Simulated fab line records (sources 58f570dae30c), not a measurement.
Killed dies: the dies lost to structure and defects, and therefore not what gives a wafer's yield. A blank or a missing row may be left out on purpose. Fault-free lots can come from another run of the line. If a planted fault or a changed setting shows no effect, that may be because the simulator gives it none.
Which tool was responsible? + flow berkeley cmos170 + 14 lots with 42 wafers sampled at 4 steps, on a route of 331 steps

## WHAT EACH GAUGE READ, for each wafer
UCB170_NSD_TW_MEAS_10. Usual: NSD_TW gives 4183 (standard deviation 31).
| lot  | measured     | on            | NSD_TW         | flag |
|------|--------------|---------------|----------------|------|
| L310 | day 7 17:50  | film metro-04 | 4149 4129 4141 |      |
| L312 | day 8 04:34  | film metro-02 | 4214 4220 4226 |      |
| L311 | day 8 04:43  | film metro-02 | 4218 4220 4209 |      |
| L314 | day 8 20:07  | film metro-04 | 4184 4159 4169 |      |
| L317 | day 9 03:24  | film metro-02 | 4201 4205 4210 |      |
| L321 | day 10 07:21 | film metro-02 | 4329 4349 4328 | OFF  |
| L324 | day 10 13:07 | film metro-02 | 4187 4159 4186 |      |
| L322 | day 10 13:22 | film metro-04 | 4317 4316 4292 | OFF  |
| L326 | day 11 06:51 | film metro-04 | 4162 4137 4147 |      |
| L327 | day 11 14:23 | film metro-01 | 4237 4241 4233 |      |
| L329 | day 11 14:27 | film metro-04 | 4155 4143 4149 |      |
| L332 | day 11 21:56 | film metro-04 | 4153 4166 4164 |      |
| L331 | day 11 22:16 | film metro-04 | 4174 4165 4161 |      |
| L333 | day 12 21:36 | film metro-01 | 4194 4208 4223 |      |

UCB170_SDANNEAL_RS_MEAS_03: the measuring method here is four-point-probe. Usual: NSD_RS gives 37.22 ohm/sq (standard deviation 0.077).
| lot  | measured     | on            | NSD_RS (ohm/sq)   | flag |
|------|--------------|---------------|-------------------|------|
| L310 | day 7 19:09  | film metro-02 | 37.23 37.25 37.28 |      |
| L312 | day 8 05:57  | film metro-04 | 37.16 37.16 37.19 |      |
| L311 | day 8 05:57  | film metro-01 | 37.23 37.22 37.27 |      |
| L314 | day 8 21:31  | film metro-04 | 37.18 37.26 37.14 |      |
| L317 | day 9 04:44  | film metro-04 | 37.19 37.15 37.28 |      |
| L321 | day 10 08:34 | film metro-02 | 31.82 31.83 31.77 | OFF  |
| L324 | day 10 17:26 | film metro-04 | 37.23 37.17 37.16 |      |
| L322 | day 10 17:40 | film metro-02 | 31.82 31.80 31.71 | OFF  |
| L326 | day 11 08:31 | film metro-02 | 37.20 37.22 37.25 |      |
| L327 | day 11 15:47 | film metro-04 | 37.19 37.30 37.26 |      |
| L329 | day 11 16:10 | film metro-01 | 37.18 37.16 37.18 |      |
| L332 | day 11 23:11 | film metro-04 | 37.25 37.35 37.27 |      |
| L331 | day 11 23:39 | film metro-01 | 37.11 37.20 37.11 |      |
| L333 | day 12 22:50 | film metro-02 | 37.21 37.21 37.25 |      |

## WHAT TOOL EACH LOT RAN ON (gives the tool, then ch and the chambers of the sampled wafers, and finally the start)
| lot  | UCB170_NSD_IMPLANT_08           | UCB170_NSD_STRIP_09                  |
|------|---------------------------------|--------------------------------------|
| L310 | implanter-01 ch 0, day 7 17:36  | plasma asher-03 ch 0,1, day 7 17:43  |
| L312 | implanter-03 ch 0, day 8 04:19  | plasma asher-04 ch 0,1, day 8 04:28  |
| L311 | implanter-01 ch 0, day 8 04:29  | plasma asher-02 ch 0,1, day 8 04:37  |
| L314 | implanter-02 ch 0, day 8 19:52  | plasma asher-04 ch 0,1, day 8 20:01  |
| L317 | implanter-02 ch 0, day 9 03:09  | plasma asher-03 ch 0,1, day 9 03:18  |
| L321 | implanter-02 ch 0, day 10 07:06 | plasma asher-03 ch 0,1, day 10 07:15 |
| L324 | implanter-01 ch 0, day 10 12:52 | plasma asher-03 ch 0,1, day 10 13:01 |
| L322 | implanter-02 ch 0, day 10 13:07 | plasma asher-04 ch 0,1, day 10 13:16 |
| L326 | implanter-03 ch 0, day 11 06:36 | plasma asher-02 ch 0,1, day 11 06:45 |
| L327 | implanter-01 ch 0, day 11 14:08 | plasma asher-03 ch 0,1, day 11 14:16 |
| L329 | implanter-03 ch 0, day 11 14:12 | plasma asher-04 ch 0,1, day 11 14:21 |
| L332 | implanter-01 ch 0, day 11 21:42 | plasma asher-04 ch 0,1, day 11 21:50 |
| L331 | implanter-03 ch 0, day 11 22:01 | plasma asher-02 ch 0,1, day 11 22:10 |
| L333 | implanter-01 ch 0, day 12 21:21 | plasma asher-03 ch 0,1, day 12 21:30 |
- UCB170_NSD_IMPLANT_08
- UCB170_NSD_STRIP_09: strips in O2.

## AS READ BY THE TOOLS THEMSELVES (means over the sampled wafers that have a number; for cases with no such wafer, the mark the record gives instead)
UCB170_NSD_IMPLANT_08. Usual: beam energy keV 39.999, standard deviation 0.012; beam on s 10.02 s, standard deviation 0.21; dose ions cm2 3e+15, standard deviation 3.3e+12; end station pressure torr 1.25e-05 Torr, standard deviation 6.6e-07; faraday current uA 9242, standard deviation 190.
| lot  | tool         | beam energy keV | beam on s (s) | dose ions cm2 | end station pressure torr (Torr) | faraday current uA | flag |
|------|--------------|-----------------|---------------|---------------|----------------------------------|--------------------|------|
| L310 | implanter-01 | 39.996          | 9.91          | 3e+15         | 1.29e-05                         | 9332               |      |
| L312 | implanter-03 | 39.994          | 9.97          | 3e+15         | 1.27e-05                         | 9290               |      |
| L311 | implanter-01 | 39.988          | 9.95          | 3e+15         | 1.26e-05                         | 9311               |      |
| L314 | implanter-02 | 39.978          | 10.09         | 3e+15         | 1.20e-05                         | 9187               |      |
| L317 | implanter-02 | 39.996          | 10.17         | 3e+15         | 1.28e-05                         | 9123               |      |
| L321 | implanter-02 | 40.002          | 12.62         | 5e+15         | 1.34e-05                         | 11291              | OFF  |
| L324 | implanter-01 | 40.011          | 10.13         | 3e+15         | 1.31e-05                         | 9147               |      |
| L322 | implanter-02 | 40.002          | 12.69         | 5e+15         | 1.35e-05                         | 11211              | OFF  |
| L326 | implanter-03 | 39.990          | 10.20         | 3e+15         | 1.26e-05                         | 9080               |      |
| L327 | implanter-01 | 39.995          | 9.93          | 3e+15         | 1.24e-05                         | 9327               |      |
| L329 | implanter-03 | 40.002          | 10.15         | 3e+15         | 1.25e-05                         | 9112               |      |
| L332 | implanter-01 | 40.011          | 9.96          | 3e+15         | 1.22e-05                         | 9310               |      |
| L331 | implanter-03 | 40.006          | 10.07         | 3e+15         | 1.29e-05                         | 9198               |      |
| L333 | implanter-01 | 39.992          | 10.12         | 3e+15         | 1.25e-05                         | 9151               |      |

UCB170_NSD_STRIP_09. Usual: drypump motor current A 5.6 A, standard deviation 0.59; oes product au 0.535 a.u., standard deviation 0.0044; strip time to endpoint s 36.01 s, standard deviation 0.078.
| lot  | tool            | drypump motor current A (A) | oes product au (a.u.) | strip time to endpoint s (s) | flag |
|------|-----------------|-----------------------------|-----------------------|------------------------------|------|
| L310 | plasma asher-03 | 5.1                         | 0.532                 | 36.03                        |      |
| L312 | plasma asher-04 | 5.9                         | 0.532                 | 35.93                        |      |
| L311 | plasma asher-02 | 6.0                         | 0.535                 | 35.96                        |      |
| L314 | plasma asher-04 | 5.9                         | 0.537                 | 36.02                        |      |
| L317 | plasma asher-03 | 5.1                         | 0.538                 | 36.03                        |      |
| L321 | plasma asher-03 | 5.0                         | 0.503                 | 40.17                        | OFF  |
| L324 | plasma asher-03 | 5.1                         | 0.536                 | 36.01                        |      |
| L322 | plasma asher-04 | 5.9                         | 0.498                 | 40.42                        | OFF  |
| L326 | plasma asher-02 | 6.0                         | 0.536                 | 35.97                        |      |
| L327 | plasma asher-03 | 4.9                         | 0.539                 | 36.03                        |      |
| L329 | plasma asher-04 | 5.9                         | 0.539                 | 35.98                        |      |
| L332 | plasma asher-04 | 6.1                         | 0.533                 | 35.92                        |      |
| L331 | plasma asher-02 | 6.2                         | 0.535                 | 36.12                        |      |
| L333 | plasma asher-03 | 5.1                         | 0.535                 | 36.04                        |      |

## THE ANSWER, worked out from the rows above alone
Rule: a lot is off if the mean of its wafers that have a number lies more than 3 standard deviations from the usual mean. A lot without any number at a reading at which 4 lots or more have one is off too. All remaining lots with rows at the step are treated as sound. First the gauges in route order, then the tools' own readings, where a lot's mean is used as printed above. The first step at which some lot is off is used, and at that step the reading that is off furthest; a lot without a number counts as furthest.
Off: at UCB170_NSD_TW_MEAS_10 (NSD_TW), L321, L322.
A tool fits if, at a process step before that reading, it ran every lot that is off, and no sound lot after the first of them. The gauges at UCB170_NSD_TW_MEAS_10 aren't tried: what is off there is off at UCB170_NSD_IMPLANT_08 too, on other tools, and a gauge's error can't cause that. One fits: UCB170_NSD_IMPLANT_08 on implanter-02. Its last sound lot is L317 (day 9 03:09), its first lot that is off L321 (day 10 07:06): a fault that began between those two fits.
The tool's own readings at UCB170_NSD_IMPLANT_08 bear it out: on the lots that are off they differ by more than 5 times the standard deviation of the sound lots' means. beam on s reads 12.65 s there against 10.05 s on the sound lots; dose ions cm2 reads 5e+15 there against 3e+15 on the sound lots; faraday current uA reads 11251 there against 9214 on the sound lots.

## WHAT THE SIMULATOR PUT IN
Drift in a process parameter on implanter-02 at UCB170_NSD_IMPLANT_08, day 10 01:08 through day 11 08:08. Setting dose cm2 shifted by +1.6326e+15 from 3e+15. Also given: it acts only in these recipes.
Struck lots among those shown: L321, L322. This agrees with what the rule above found.
